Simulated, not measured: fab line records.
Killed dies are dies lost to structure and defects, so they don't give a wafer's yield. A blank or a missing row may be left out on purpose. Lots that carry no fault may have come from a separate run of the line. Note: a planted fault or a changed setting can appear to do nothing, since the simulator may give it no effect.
fab line records | flow rit_cmos
[record] lots = 7 wafers = 21 last_day = 7
route steps=202 shown REOX@99 NLDD@103 PLDD@114 SPACER@125 NSD@131 M1@202
lots with no fault: from the same line, run without faults
start_h: start of the lot's first displayed wafer, in hours after the record's first day | wait_h: how many hours have passed since the lot's step before this one | " identical to the entry in the row above | L1.1+2: one row covering several wafers at once | - no value, or no start given | * or withheld: withheld | < > ~ a bound
route shown NAME@n: names a module that has steps shown in the file, with the first one's number in the route | usual: mean/standard deviation of fault-free wafers | same: alike in all rows | chamber/n: place in a boat | sites: per-site readings | _std_site: standard deviation of those values | _edge_site: the outer-site mean with the inner-site mean subtracted | radius_mm: for every site, how far away it sits from the centre of the wafer | mask NAME#n: copy n | behind: the last tool/chamber to shape the wafer | hold: cause of the lot's hold/its duration in hours/its outcome | device: transistor that didn't switch, given as n, p or np | end of line: the route-end tests of the same wafers | a step given without rows: its recipe and nothing more | killed: dies lost to structure and defects at the first sort, not the wafer's yield | map: a wafer's dies, marking killed ones x, the rest . and places with no die _
set.NAME: the setting as run; set.NAME@STEP: as run at that earlier step | model.NAME: the simulator's own value behind a step, which no gauge read
lots at some steps of the route; a table a step, a row a wafer
services: from which hour (start_h, from the record's first day; less than 0 if before it) a tool's chamber was out of use, for how many hours, and why
[[steps]]
[step RIT_REOX_CLEAN_01]
[recipe] chemistry = dHF dilution = 50:1 time_s = 30
[step RIT_REOX_CLEAN_02]
[recipe] chemistry = SC2 mix = 3:3:50 time_s = 600 temp_c = 75 dry = n2_spin
[step RIT_REOX_OXIDATION_03]
[recipe] temp_c = 900 ambient = O2 target_thk_a = 252 ox_time_s = 5580
[step RIT_REOX_THK_MEAS_04]
[recipe] reads = SiO2_of_REOX_OXIDATION_03
[usual] REOX_OXIDE_THK = 25.3/0.49
// columns lot.wafer tool chamber start_h wait_h REOX_OXIDE_THK[nm]
L791.1 film_metro-04 - 49.60 0.0 25.2
L791.3 " - " " 25.3
L791.5 " - " " 25.9
L794.3 film_metro-02 - 57.46 0.0 24.9
L794.4 " - " " 24.7
L794.6 " - " " 25.0
L799.1 film_metro-03 - 80.76 0.0 26.0
L799.2 " - " " 25.9
L799.4 " - " " 26.1
L800.3 film_metro-04 - 84.76 0.0 25.5
L800.4 " - " " 25.4
L800.5 " - " " 25.4
L802.1 film_metro-02 - 96.00 0.0 25.5
L802.3 " - " " 25.5
L802.5 " - " " 25.5
L809.2 film_metro-02 - 130.52 0.0 24.4
L809.5 " - " " 24.9
L809.6 " - " " 24.9
L814.3 film_metro-02 - 155.64 0.0 25.9
L814.5 " - " " 25.8
L814.6 " - " " 26.0
[step RIT_NLDD_HMDS_00]
[recipe] prime_time_s = 60 prime_temp_c = 140
[step RIT_NLDD_COAT_01]
[recipe] resist = NOVOLAK spin_rpm = 3250 resist_thk_nm = 1000
[step RIT_NLDD_SOFTBAKE_02]
[recipe] resist = NOVOLAK temp_c = 90 time_s = 60
[step RIT_NLDD_EXPOSE_03]
[recipe] mask_id = M7 na = 0.57 target_cd_nm = 40700 dose_mj = 250
[step RIT_NLDD_PEB_04]
[recipe] resist = NOVOLAK temp_c = withheld time_s = withheld
[step RIT_NLDD_DEVELOP_05]
[recipe] resist = NOVOLAK develop_time_s = 50 dev_temp_c = 23
[step RIT_NLDD_OVL_MEAS_06]
[usual] NLDD_OVL = -1.1/1.2
// columns lot.wafer tool chamber start_h wait_h NLDD_OVL[nm]
L791.1 overlay-02 - 50.51 - -3.7
L791.3 " - " " -5.0
L791.5 " - " " -2.1
L794.3 overlay-01 - 58.53 - -1.4
L794.4 " - " " -2.0
L794.6 " - " " -0.5
L799.1 overlay-01 - 81.69 - 0.6
L799.2 " - " " 0.4
L799.4 " - " " 0.3
L800.3 overlay-01 - 85.79 - -0.4
L800.4 " - " " -2.7
L800.5 " - " " -2.6
L802.1 overlay-02 - 96.97 - -2.1
L802.3 " - " " 0.0
L802.5 " - " " -0.1
L809.2 overlay-01 - 131.55 - -0.3
L809.5 " - " " -0.8
L809.6 " - " " 0.9
L814.3 overlay-01 - 156.67 - -2.7
L814.5 " - " " -0.4
L814.6 " - " " -2.5
[step RIT_NLDD_HARDBAKE_07]
[recipe] resist = NOVOLAK temp_c = 140 time_s = 60
[step RIT_NLDD_IMPLANT_08]
[recipe] species = P energy_kev = 20 dose_cm2 = 5e+14 tilt_deg = 7
[usual] beam_energy_keV = 20.001/0.0061 dose_ions_cm2 = 5.001e+14/5.8e+11
// columns lot.wafer tool chamber start_h wait_h beam_energy_keV dose_ions_cm2 model.implant.rp_nm model.implant.drp_nm
L791.1 implanter-01 0 50.70 0.1 20.004 5.008e+14 28.18 12.97
L791.3 " 0 " " 20.009 5.002e+14 28.18 12.97
L791.5 " 0 " " 19.995 5.008e+14 28.18 12.97
L794.3 implanter-03 0 58.75 0.1 20.002 4.999e+14 28.49 12.97
L794.4 " 0 " " 20.003 4.988e+14 28.49 12.97
L794.6 " 0 " " 20.000 4.992e+14 28.49 12.97
L799.1 implanter-02 0 81.99 0.1 13.997 4.993e+14 21.56 10.46
L799.2 " 0 " " 13.989 5.005e+14 21.56 10.46
L799.4 " 0 " " 14.010 4.999e+14 21.56 10.46
L800.3 implanter-02 0 86.01 0.1 13.996 5.004e+14 21.86 10.46
L800.4 " 0 " " 13.999 5.002e+14 21.86 10.46
L800.5 " 0 " " 14.001 4.999e+14 21.86 10.46
L802.1 implanter-02 0 97.16 0.1 13.995 5.002e+14 21.58 10.46
L802.3 " 0 " " 13.994 5.006e+14 21.58 10.46
L802.5 " 0 " " 13.992 5.01e+14 21.58 10.46
L809.2 implanter-01 0 131.75 0.1 20.004 4.998e+14 27.94 12.97
L809.5 " 0 " " 19.998 4.992e+14 27.94 12.97
L809.6 " 0 " " 19.996 5.001e+14 27.94 12.97
L814.3 implanter-03 0 156.89 0.1 20.001 5.003e+14 27.04 12.97
L814.5 " 0 " " 20.003 4.997e+14 27.04 12.97
L814.6 " 0 " " 20.001 5.003e+14 27.04 12.97
[step RIT_NLDD_STRIP_09]
[recipe] chemistry = O2 time_s = 180 resist = NOVOLAK platen_temp_c = withheld power_w = 500 pressure_mtorr = 4000 o2_flow_sccm = 4000
[usual] drypump_motor_current_A = 6.1/0.33
// columns lot.wafer tool chamber start_h wait_h drypump_motor_current_A rf_hours_counter_h
L791.1 plasma_asher-04 1 50.85 0.1 6.1 41
L791.3 " 0 " " 6.5 -
L791.5 " 0 " " 6.5 -
L794.3 plasma_asher-03 1 58.91 0.1 5.6 -
L794.4 " 0 " " 5.7 -
L794.6 " 0 " " 5.7 -
L799.1 plasma_asher-04 0 82.14 0.1 6.6 45
L799.2 " 1 " " 6.1 45
L799.4 " 1 " " 6.2 -
L800.3 plasma_asher-02 1 86.17 0.1 6.3 -
L800.4 " 0 " " 6.4 -
L800.5 " 0 " " 6.4 -
L802.1 plasma_asher-03 0 97.31 0.1 5.7 30
L802.3 " 0 " " 5.7 -
L802.5 " 1 " " 5.7 -
L809.2 plasma_asher-02 0 131.88 0.1 6.4 48
L809.5 " 0 " " 6.4 -
L809.6 " 1 " " 6.3 -
L814.3 plasma_asher-02 0 157.05 0.1 6.4 -
L814.5 " 1 " " 6.3 -
L814.6 " 0 " " 6.4 -
[step RIT_NLDD_TW_MEAS_10]
[usual] NLDD_TW = 2488/21
// columns lot.wafer tool chamber start_h wait_h NLDD_TW
L791.1 film_metro-02 - 51.02 0.1 2504
L791.3 " - " " 2496
L791.5 " - " " 2511
L794.3 film_metro-02 - 59.05 0.1 2513
L794.4 " - " " 2498
L794.6 " - " " 2510
L799.1 film_metro-01 - 82.32 0.1 2257
L799.2 " - " " 2243
L799.4 " - " " 2239
L800.3 film_metro-01 - 86.31 0.1 2232
L800.4 " - " " 2232
L800.5 " - " " 2227
L802.1 film_metro-02 - 97.48 0.1 2280
L802.3 " - " " 2285
L802.5 " - " " 2276
L809.2 film_metro-03 - 132.06 0.1 2500
L809.5 " - " " 2499
L809.6 " - " " 2511
L814.3 film_metro-01 - 157.19 0.1 2457
L814.5 " - " " 2449
L814.6 " - " " 2462
[step RIT_PLDD_HMDS_00]
[recipe] prime_time_s = 60 prime_temp_c = 140
[step RIT_PLDD_COAT_01]
[recipe] resist = NOVOLAK spin_rpm = 3250 resist_thk_nm = 1000
[step RIT_PLDD_SOFTBAKE_02]
[recipe] resist = NOVOLAK temp_c = 90 time_s = 60
[step RIT_PLDD_EXPOSE_03]
[recipe] mask_id = M8 na = 0.57 target_cd_nm = 40900 dose_mj = 250
[step RIT_PLDD_PEB_04]
[recipe] resist = NOVOLAK temp_c = withheld time_s = withheld
[step RIT_PLDD_DEVELOP_05]
[recipe] resist = NOVOLAK develop_time_s = 50 dev_temp_c = 23
[step RIT_PLDD_OVL_MEAS_06]
[usual] PLDD_OVL = 0.0/1.4
// columns lot.wafer tool chamber start_h wait_h PLDD_OVL[nm]
L791.1 overlay-01 - 52.20 - 0.4
L791.3 " - " " -0.1
L791.5 " - " " 3.0
L794.3 overlay-01 - 59.95 - 0.3
L794.4 " - " " -1.4
L794.6 " - " " -0.3
L799.1 overlay-01 - 83.35 - -1.1
L799.2 " - " " -2.6
L799.4 " - " " 0.2
L800.3 overlay-02 - 87.33 - 1.1
L800.4 " - " " -0.2
L800.5 " - " " -2.1
L802.1 overlay-02 - 98.52 - -1.3
L802.3 " - " " -2.6
L802.5 " - " " -1.5
L809.2 overlay-01 - 133.10 - -1.1
L809.5 " - " " -0.8
L809.6 " - " " -0.7
L814.3 overlay-02 - 158.09 - 3.1
L814.5 " - " " 1.3
L814.6 " - " " 0.5
[step RIT_PLDD_HARDBAKE_07]
[recipe] resist = NOVOLAK temp_c = 140 time_s = 60
[step RIT_PLDD_IMPLANT_08]
[recipe] species = BF2 energy_kev = 20 dose_cm2 = 9e+14 tilt_deg = 7
[step RIT_PLDD_STRIP_09]
[recipe] chemistry = O2 time_s = 180 resist = NOVOLAK platen_temp_c = withheld power_w = 500 pressure_mtorr = 4000 o2_flow_sccm = 4000
[usual] drypump_motor_current_A = 6.2/0.39
// columns lot.wafer tool chamber start_h wait_h drypump_motor_current_A rf_hours_counter_h
L791.1 plasma_asher-01 1 52.54 0.1 5.5 41
L791.3 " 1 " " 5.5 -
L791.5 " 0 " " 5.4 -
L794.3 plasma_asher-02 0 60.33 0.1 6.3 -
L794.4 " 1 " " 6.3 -
L794.6 " 1 " " 6.3 -
L799.1 plasma_asher-01 0 83.69 0.1 5.4 45
L799.2 " 1 " " 5.5 45
L799.4 " 0 " " 5.5 -
L800.3 plasma_asher-04 0 87.72 0.1 6.5 -
L800.4 " 1 " " 6.1 -
L800.5 " 0 " " 6.6 -
L802.1 plasma_asher-02 1 98.85 0.1 6.3 44
L802.3 " 0 " " 6.4 -
L802.5 " 0 " " 6.3 -
L809.2 plasma_asher-02 0 133.43 0.1 6.4 48
L809.5 " 1 " " 6.3 -
L809.6 " 0 " " 6.4 -
L814.3 plasma_asher-02 0 158.47 0.1 6.4 -
L814.5 " 0 " " 6.4 -
L814.6 " 1 " " 6.3 -
[step RIT_PLDD_TW_MEAS_10]
[usual] PLDD_TW = 2345/21
// columns lot.wafer tool chamber start_h wait_h PLDD_TW
L791.1 film_metro-01 - 52.72 0.1 2335
L791.3 " - " " 2316
L791.5 " - " " 2330
L794.3 film_metro-03 - 60.47 0.1 2363
L794.4 " - " " 2348
L794.6 " - " " 2371
L799.1 film_metro-01 - 83.86 0.1 2323
L799.2 " - " " 2319
L799.4 " - " " 2321
L800.3 film_metro-02 - 87.85 0.1 2357
L800.4 " - " " 2364
L800.5 " - " " 2362
L802.1 film_metro-01 - 99.03 0.1 2326
L802.3 " - " " 2310
L802.5 " - " " 2318
L809.2 film_metro-01 - 133.61 0.1 2338
L809.5 " - " " 2341
L809.6 " - " " 2345
L814.3 film_metro-01 - 158.61 0.1 2325
L814.5 " - " " 2338
L814.6 " - " " 2322
[step RIT_SPACER_CLEAN_00]
[recipe] chemistry = SC1 mix = 3:3:50 time_s = 600 temp_c = 75
[step RIT_SPACER_CLEAN_01]
[recipe] chemistry = dHF dilution = 50:1 time_s = 30
[step RIT_SPACER_CLEAN_02]
[recipe] chemistry = SC2 mix = 3:3:50 time_s = 600 temp_c = 75 dry = n2_spin
[step RIT_SPACER_CVD_03]
[recipe] material = Si3N4 target_thk_nm = 250 temp_c = 810 precursor = SiH2Cl2/NH3 time_s = 3300 pressure_mtorr = 300 sih2cl2_flow_sccm = 60 nh3_flow_sccm = 150
[step RIT_SPACER_THK_MEAS_04]
[recipe] reads = Si3N4_of_SPACER_CVD_03
[usual] SPACER_NITRIDE_THK = 249.5/2.1
// columns lot.wafer tool chamber start_h wait_h SPACER_NITRIDE_THK[nm]
L791.1 film_metro-04 - 55.06 0.0 249.6
L791.3 " - " " 249.9
L791.5 " - " " 251.2
L794.3 film_metro-02 - 62.95 0.0 247.0
L794.4 " - " " 248.9
L794.6 " - " " 250.7
L799.1 film_metro-04 - 86.21 0.0 249.1
L799.2 " - " " 250.8
L799.4 " - " " 251.8
L800.3 film_metro-01 - 90.20 0.0 244.9
L800.4 " - " " 249.2
L800.5 " - " " 249.3
L802.1 film_metro-04 - 101.37 0.0 248.2
L802.3 " - " " 250.3
L802.5 " - " " 252.2
L809.2 film_metro-01 - 135.95 0.0 250.0
L809.5 " - " " 249.7
L809.6 " - " " 247.7
L814.3 film_metro-02 - 161.30 0.0 251.6
L814.5 " - " " 252.9
L814.6 " - " " 251.1
[step RIT_SPACER_ETCHBACK_05]
[recipe] target_depth_a = 2500 SF6_flow_sccm = 30 CHF3_flow_sccm = 30 target = Si3N4 chemistry = SF6/CHF3 pressure_mtorr = 40 rf_w = 250 time_s = 240 stop_on = SiO2
[usual] drypump_motor_current_A = 5.6/0.46 oes_product_au = 0.845/0.013 throttle_valve_pct = 10.37/0.16
// columns lot.wafer tool chamber start_h wait_h drypump_motor_current_A oes_product_au rf_hours_counter_h throttle_valve_pct
L791.1 rie_diel-04 0 55.12 0.1 4.8 0.837 35 10.02
L791.3 " 2 " " 5.1 0.863 126 10.39
L791.5 " 1 " " 6.0 0.832 - 10.54
L794.3 rie_diel-02 1 62.99 0.0 6.5 0.838 153 10.52
L794.4 " 2 " " 6.2 0.835 38 10.21
L794.6 " 1 " " 6.5 0.837 - 10.49
L799.1 rie_diel-04 3 86.27 0.1 5.8 0.857 57 10.44
L799.2 " 2 " " 5.1 0.874 127 10.42
L799.4 " 1 " " 6.0 0.841 91 10.54
L800.3 rie_diel-01 0 90.24 0.0 5.9 0.839 130 10.15
L800.4 " 1 " " 5.7 0.828 91 10.17
L800.5 " 2 " " 5.8 0.840 - 10.42
L802.1 rie_diel-04 1 101.43 0.1 6.0 0.829 92 10.52
L802.3 " 2 " " 5.1 0.873 127 10.40
L802.5 " 3 " " 5.8 0.845 - 10.44
L809.2 rie_diel-04 1 136.00 0.0 6.0 0.841 92 10.51
L809.5 " 1 " " 6.0 0.833 - 10.52
L809.6 " 2 " " 5.1 0.868 - 10.39
L814.3 rie_diel-04 1 161.34 0.0 6.0 0.835 93 10.54
L814.5 " 2 " " 5.1 0.877 - 10.39
L814.6 " 3 " " 5.8 0.855 - 10.44
[step RIT_NSD_HMDS_00]
[recipe] prime_time_s = 60 prime_temp_c = 140
[step RIT_NSD_COAT_01]
[recipe] resist = NOVOLAK spin_rpm = 3250 resist_thk_nm = 1000
[step RIT_NSD_SOFTBAKE_02]
[recipe] resist = NOVOLAK temp_c = 90 time_s = 60
[step RIT_NSD_EXPOSE_03]
[recipe] mask_id = M9 na = 0.57 target_cd_nm = 40700 dose_mj = 250
[step RIT_NSD_PEB_04]
[recipe] resist = NOVOLAK temp_c = withheld time_s = withheld
[step RIT_NSD_DEVELOP_05]
[recipe] resist = NOVOLAK develop_time_s = 50 dev_temp_c = 23
[step RIT_NSD_OVL_MEAS_06]
[usual] NSD_OVL = -0.7/1.3
// columns lot.wafer tool chamber start_h wait_h NSD_OVL[nm]
L791.1 overlay-01 - 56.12 - -0.9
L791.3 " - " " -1.0
L791.5 " - " " -0.9
L794.3 overlay-02 - 64.17 - -3.2
L794.4 " - " " -0.5
L794.6 " - " " -4.2
L799.1 overlay-01 - 87.39 - -1.3
L799.2 " - " " 1.1
L799.4 " - " " -0.1
L800.3 overlay-01 - 91.37 - 1.5
L800.4 " - " " 2.0
L800.5 " - " " 1.4
L802.1 overlay-01 - 102.43 - 0.0
L802.3 " - " " -1.1
L802.5 " - " " 1.9
L809.2 overlay-02 - 137.08 - 0.1
L809.5 " - " " -0.1
L809.6 " - " " -1.4
L814.3 overlay-01 - 162.36 - -0.1
L814.5 " - " " -0.1
L814.6 " - " " -1.3
[step RIT_NSD_HARDBAKE_07]
[recipe] resist = NOVOLAK temp_c = 140 time_s = 60
[step RIT_NSD_IMPLANT_08]
[recipe] species = P energy_kev = 25 dose_cm2 = 1e+15 tilt_deg = 7
[step RIT_NSD_STRIP_09]
[recipe] chemistry = O2 time_s = 180 resist = NOVOLAK platen_temp_c = withheld power_w = 500 pressure_mtorr = 4000 o2_flow_sccm = 4000
[usual] drypump_motor_current_A = 5.8/0.31
// columns lot.wafer tool chamber start_h wait_h drypump_motor_current_A rf_hours_counter_h
L791.1 plasma_asher-03 1 56.45 0.1 5.7 26
L791.3 " 0 " " 5.8 -
L791.5 " 0 " " 5.7 -
L794.3 plasma_asher-02 1 64.55 0.1 6.3 -
L794.4 " 0 " " 6.3 -
L794.6 " 0 " " 6.3 -
L799.1 plasma_asher-03 0 87.73 0.1 5.7 29
L799.2 " 1 " " 5.7 29
L799.4 " 0 " " 5.7 -
L800.3 plasma_asher-02 1 91.76 0.1 6.3 -
L800.4 " 0 " " 6.4 -
L800.5 " 1 " " 6.3 -
L802.1 plasma_asher-01 1 102.77 0.1 5.5 47
L802.3 " 1 " " 5.5 -
L802.5 " 0 " " 5.4 -
L809.2 plasma_asher-03 1 137.41 0.1 5.7 36
L809.5 " 0 " " 5.7 -
L809.6 " 1 " " 5.7 -
L814.3 plasma_asher-01 1 162.74 0.1 5.5 -
L814.5 " 1 " " 5.5 -
L814.6 " 0 " " 5.4 -
[step RIT_SDANNEAL_RS_MEAS_07]
[recipe] thk_meas_gauge = four-point-probe
[usual] NLDD_RS = 151.4/0.56
// columns lot.wafer tool chamber start_h wait_h NLDD_RS[ohm/sq]
L791.1 film_metro-03 - 58.95 0.1 151.3
L791.3 " - " " 151.4
L791.5 " - " " 151.3
L794.3 film_metro-01 - 66.98 0.1 151.4
L794.4 " - " " 151.2
L794.6 " - " " 150.7
L799.1 film_metro-02 - 90.20 0.1 155.9
L799.2 " - " " 156.4
L799.4 " - " " 156.2
L800.3 film_metro-02 - 94.32 0.1 156.9
L800.4 " - " " 157.1
L800.5 " - " " 157.4
L802.1 film_metro-02 - 105.35 0.1 158.0
L802.3 " - " " 158.1
L802.5 " - " " 157.5
L809.2 film_metro-02 - 139.87 0.1 151.2
L809.5 " - " " 150.9
L809.6 " - " " 151.1
L814.3 film_metro-02 - 165.18 0.1 152.2
L814.5 " - " " 151.8
L814.6 " - " " 151.6
[step RIT_M1_PROBE_99]
[usual] killed_at_front_end = 7/3.2 killed_dies = 7/3.2 killed_open = 3.2/2.1 killed_short = 3.5/2.2
[same] gross_dies = 264 killed_at_M0_to_M3 = 0 killed_at_M4_up = 0 killed_at_back_side = 0 killed_at_contacts = 0 killed_at_other = 0
// columns lot.wafer tool chamber start_h wait_h killed_at_front_end killed_dies killed_open killed_short model.etest.nmos_0p15.r_on_ohm_um model.etest.nmos_0p3.r_on_ohm_um model.etest.nldd.rs_ohm_sq model.etest.nmos_turned.drive_ua_um model.etest.nmos_0p15.drive_ua_um model.etest.nldd.line_ohm_um model.etest.nmos_0p3.drive_ua_um model.etest.nmos_narrow.drive_ua_um
L791.1 prober-02 - 66.14 0.1 12 12 5 7 1121 2163 367.2 339.4 477 116.2 226 225.2
L791.3 prober-02 - 66.24 0.2 8 8 3 5 1129 2138 368.2 334.3 476.3 116 229.3 226.1
L791.5 prober-02 - 66.34 0.2 12 12 5 7 1142 2176 378.7 325.3 465.8 120.5 227.1 223.5
L794.3 prober-01 - 74.36 0.2 3 3 0 3 1175 2202 355 339.3 462.7 108.7 224.6 225.5
L794.4 prober-01 - 74.41 0.2 5 5 2 3 1156 2178 351.5 343.5 465.2 110.1 223.8 225.5
L794.6 prober-01 - 74.51 0.2 7 7 3 4 1132 2183 354 340.3 468.3 111.3 224.5 225.7
L799.1 prober-02 - 97.62 0.1 9 9 7 2 1542 2538 663.6 168.5 371.9 209.9 206.8 208.2
L799.2 prober-02 - 97.67 0.1 8 8 5 3 1526 2533 658.2 174.4 373 204 206.9 210.1
L799.4 prober-02 - 97.77 0.2 7 7 3 4 1545 2536 676.9 165.3 370.5 210.1 205.5 206.8
L800.3 prober-01 - 101.40 0.2 7 7 2 5 1450 2448 610.8 200.8 393.6 192.8 213.6 212.8
L800.4 prober-01 - 101.45 0.2 5 5 2 3 1429 2431 607.9 200.1 388.6 191.3 212.9 210.6
L800.5 prober-01 - 101.50 0.2 2 2 0 2 1417 2413 600.8 204.2 391.4 187.8 215.3 210.2
L802.1 prober-01 - 113.47 0.1 8 8 3 5 1458 2459 640.2 183.4 386.7 199.4 208.6 212
L802.3 prober-01 - 113.57 0.2 8 8 4 4 1471 2466 634.8 187.1 379.9 198.1 210.1 208.2
L802.5 prober-01 - 113.67 0.2 7 7 0 7 1426 2454 630.9 185.4 385.8 198 207.9 208.3
L809.2 prober-02 - 146.78 0.1 3 3 2 1 1156 2164 358.3 331.1 455.1 110.9 225.2 226.2
L809.5 prober-02 - 146.93 0.2 7 7 1 6 1123 2183 365.5 333.6 472.2 113.7 227.7 229.6
L809.6 prober-02 - 146.98 0.2 5 5 3 2 1135 2158 363.7 334.4 466.6 113.1 223.8 228.2
L814.3 prober-01 - 173.70 0.2 8 8 5 3 1155 2218 403.3 303.9 450.5 127.8 214.3 214.2
L814.5 prober-01 - 173.80 0.2 2 2 0 2 1153 2219 406.6 303.2 451.1 127.2 215.3 210.2
L814.6 prober-01 - 173.85 0.2 4 4 1 3 1171 2239 410.4 299.6 450.4 127.5 215.4 213.2
// killed by level:class
L791.1 GATE:geometric_particle:short=4 GATE:geometric_particle:open=3 SPACER:geometric_particle:short=2 REOX:geometric_particle:open=1 SILICIDE:geometric_particle:open=1 SILICIDE:geometric_particle:short=1
L791.3 FOX1:geometric_particle:short=1 FOX1:geometric_particle:open=1 GATE:geometric_particle:open=1 GATE:geometric_particle:short=1 REOX:geometric_particle:short=1 SPACER:geometric_particle:open=1 SPACER:geometric_particle:short=1 SILICIDE:geometric_particle:short=1
L791.5 GATE:geometric_particle:open=3 GATE:geometric_particle:short=3 SPACER:geometric_particle:short=3 FOX1:geometric_particle:open=1 FOX1:geometric_particle:short=1 SPACER:geometric_particle:open=1
L794.3 FOX1:geometric_particle:short=1 REOX:geometric_particle:short=1 SILICIDE:geometric_particle:short=1
L794.4 GATE:geometric_particle:open=2 SILICIDE:geometric_particle:short=2 FOX2:geometric_particle:short=1
L794.6 SPACER:geometric_particle:short=3 ACTIVE:geometric_particle:open=1 FOX1:geometric_particle:open=1 GATE:geometric_particle:short=1 GATE:geometric_particle:open=1
L799.1 GATE:geometric_particle:open=4 SPACER:geometric_particle:open=2 GATE:geometric_particle:short=1 REOX:geometric_particle:open=1 SPACER:geometric_particle:short=1
L799.2 GATE:geometric_particle:open=3 GATE:geometric_particle:short=2 REOX:geometric_particle:open=1 REOX:geometric_particle:short=1 SPACER:geometric_particle:open=1
L799.4 REOX:geometric_particle:short=2 FOX1:geometric_particle:short=1 GATE:geometric_particle:short=1 GATE:geometric_particle:open=1 SPACER:geometric_particle:open=1 SILICIDE:geometric_particle:open=1
L800.3 FOX1:geometric_particle:short=2 SPACER:geometric_particle:short=2 GATE:geometric_particle:short=1 REOX:geometric_particle:open=1 SILICIDE:geometric_particle:open=1
L800.4 FOX2:geometric_particle:short=1 GATE:geometric_particle:open=1 REOX:geometric_particle:short=1 SPACER:geometric_particle:open=1 SPACER:geometric_particle:short=1
L800.5 ACTIVE:geometric_particle:short=1 GATE:geometric_particle:short=1
L802.1 FOX1:geometric_particle:short=2 GATE:geometric_particle:short=2 GATE:geometric_particle:open=1 REOX:geometric_particle:open=1 SPACER:geometric_particle:open=1 SILICIDE:geometric_particle:short=1
L802.3 FOX1:geometric_particle:open=2 GATE:geometric_particle:short=2 FOX1:geometric_particle:short=1 GATE:geometric_particle:open=1 REOX:geometric_particle:open=1 SPACER:geometric_particle:short=1
L802.5 FOX2:geometric_particle:short=2 SPACER:geometric_particle:short=2 GATE:geometric_particle:short=1 REOX:geometric_particle:short=1 SILICIDE:geometric_particle:short=1
L809.2 FOX2:geometric_particle:short=1 FOX2:geometric_particle:open=1 GATE:geometric_particle:open=1
L809.5 GATE:geometric_particle:short=3 SILICIDE:geometric_particle:short=2 FOX2:geometric_particle:open=1 FOX2:geometric_particle:short=1
L809.6 FOX1:geometric_particle:open=1 FOX1:geometric_particle:short=1 GATE:geometric_particle:short=1 GATE:geometric_particle:open=1 SILICIDE:geometric_particle:open=1
L814.3 GATE:geometric_particle:short=2 REOX:geometric_particle:open=2 SPACER:geometric_particle:open=2 GATE:geometric_particle:open=1 SILICIDE:geometric_particle:short=1
L814.5 GATE:geometric_particle:short=2
L814.6 GATE:geometric_particle:short=2 GATE:geometric_particle:open=1 REOX:geometric_particle:short=1
[[services]]
// columns tool chamber start_h hours kind
rie_diel-02 2 45.77 2.4 repair
implanter-01 - 83.52 4.2 pm
rie_diel-02 3 103.63 6.0 repair
plasma_asher-01 - 106.44 15.6 pm
plasma_asher-04 - 108.75 9.0 pm
plasma_asher-04 0 108.75 9.0 vent_cycle
plasma_asher-04 1 108.75 9.0 vent_cycle
rie_diel-04 - 112.47 14.6 pm
plasma_asher-04 0 117.75 - clean
plasma_asher-04 1 117.75 - clean
rie_diel-04 0 131.56 10.0 repair
plasma_asher-01 - 131.99 10.1 repair
rie_diel-01 2 142.09 3.5 repair
[[key]]
[first_sign] step = RIT_NLDD_IMPLANT_08 reading = beam_energy_keV direction = down sigmas = 99+ usual = 20.001 struck = 13.997
[effect] step = RIT_NLDD_TW_MEAS_10 reading = NLDD_TW direction = down sigmas = 11 usual = 2488 struck = 2252
[effect] step = RIT_SDANNEAL_RS_MEAS_07 reading = NLDD_RS direction = up sigmas = 10 usual = 151.4 struck = 157.0
[model_effect] step = RIT_NLDD_IMPLANT_08 value = implant.rp_nm without = 27.57 struck = 21.67
[model_effect] step = RIT_M1_PROBE_99 value = etest.nmos_0p15.r_on_ohm_um without = 1151 struck = 1474
met_at RIT_NLDD_IMPLANT_08
struck_wafers L799.1,L799.2,L799.4,L800.3,L800.4,L800.5,L802.1,L802.3,L802.5
tester_left_out L799,L800,L802
[fault] kind = process_parameter_drift tool = implanter-02 chamber = - onset_h = 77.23 steps = RIT_NLDD_IMPLANT_08 channel = energy_kev offset = -6 shape = step end_h = 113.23 acts_in = these_recipes_only stated = 20
// tester_left_out: of these lots the tester's yield and bins aren't shown, on N5 and GAA mostly nor the transistor test; their killed dies are dies lost to structure and defects alone, not to doping, threshold or leakage, so they don't give the yield
